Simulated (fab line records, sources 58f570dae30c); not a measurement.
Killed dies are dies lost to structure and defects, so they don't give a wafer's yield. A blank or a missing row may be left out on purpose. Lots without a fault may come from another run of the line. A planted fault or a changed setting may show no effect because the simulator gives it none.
Chamber matching | flow berkeley_cmos170 | UCB170_GATE_ETCH_14 on rie_diel-02: 4 sister chambers
The step etches BARC in N2/H2. 14 wafers are shown with their chamber, then 7 later ones without.

WAFERS WITH THEIR CHAMBER
wafer  | chamber | drypump_motor_current_A (A) | throttle_valve_pct (%) | oes_product_au (a.u.)
L635.1 | 3       | 4.8                         | 13.46                  | 0.985
L635.2 | 2       | 5.9                         | 13.21                  | 1.013
L635.4 | 1       | 5.4                         | 13.00                  | 1.006
L637.1 | 2       | 5.9                         | 13.20                  | 1.020
L637.3 | 1       | 5.3                         | 13.00                  | 1.006
L637.4 | 0       | 5.4                         | 13.47                  | 0.992
L649.2 | 1       | 5.4                         | 12.97                  | 1.011
L649.3 | 3       | 4.8                         | 13.46                  | 0.990
L649.5 | 0       | 5.4                         | 13.46                  | 0.988
L653.2 | 1       | 5.3                         | 12.99                  | 1.000
L653.3 | 3       | 4.8                         | 13.47                  | 0.980
L653.5 | 3       | 4.8                         | 13.45                  | 0.983
L655.1 | 0       | 5.4                         | 13.48                  | 0.984
L655.2 | 3       | 4.8                         | 13.46                  | 0.974

SIGNATURES (means of the wafers above)
reading                 | chamber 0 | chamber 1 | chamber 2 | chamber 3 | scatter within a chamber
drypump_motor_current_A | 5.400     | 5.350     | 5.900     | 4.800     | 0.0316
throttle_valve_pct      | 13.4700   | 12.9900   | 13.2050   | 13.4600   | 0.0102
oes_product_au          | 0.98800   | 1.00575   | 1.01650   | 0.98240   | 0.00508
Rule: a wafer's distance from a chamber is the root of the sum, over the readings, of the square of ((its reading less the chamber's mean) divided by the reading's scatter). The wafer belongs to the nearest chamber; if the next one is less than 2 further off, it can't be placed. The scatter: the root of (the sum of the squares of (reading less its chamber's mean) over the shown wafers, divided by (wafers less chambers)).

WAFERS WITHOUT THEIR CHAMBER
wafer  | drypump_motor_current_A (A) | throttle_valve_pct (%) | oes_product_au (a.u.)
L655.4 | 5.3                         | 13.00                  | 1.006
L652.2 | 5.4                         | 12.98                  | 1.011
L652.4 | 5.9                         | 13.22                  | 1.030
L652.6 | 5.9                         | 13.20                  | 1.037
L656.2 | 5.4                         | 12.99                  | 0.999
L656.5 | 4.8                         | 13.50                  | 0.991
L656.6 | 5.9                         | 13.18                  | 1.025

WHICH CHAMBER EACH WENT THROUGH
wafer  | from the rows above | in truth
L655.4 | 1                   | 1
L652.2 | 1                   | 1
L652.4 | 2                   | 2
L652.6 | 2                   | 2
L656.2 | 1                   | 1
L656.5 | 3                   | 3
L656.6 | 2                   | 2
Placed correctly: 7 of 7. Can't be placed from these rows: 0. Placed wrongly: 0.
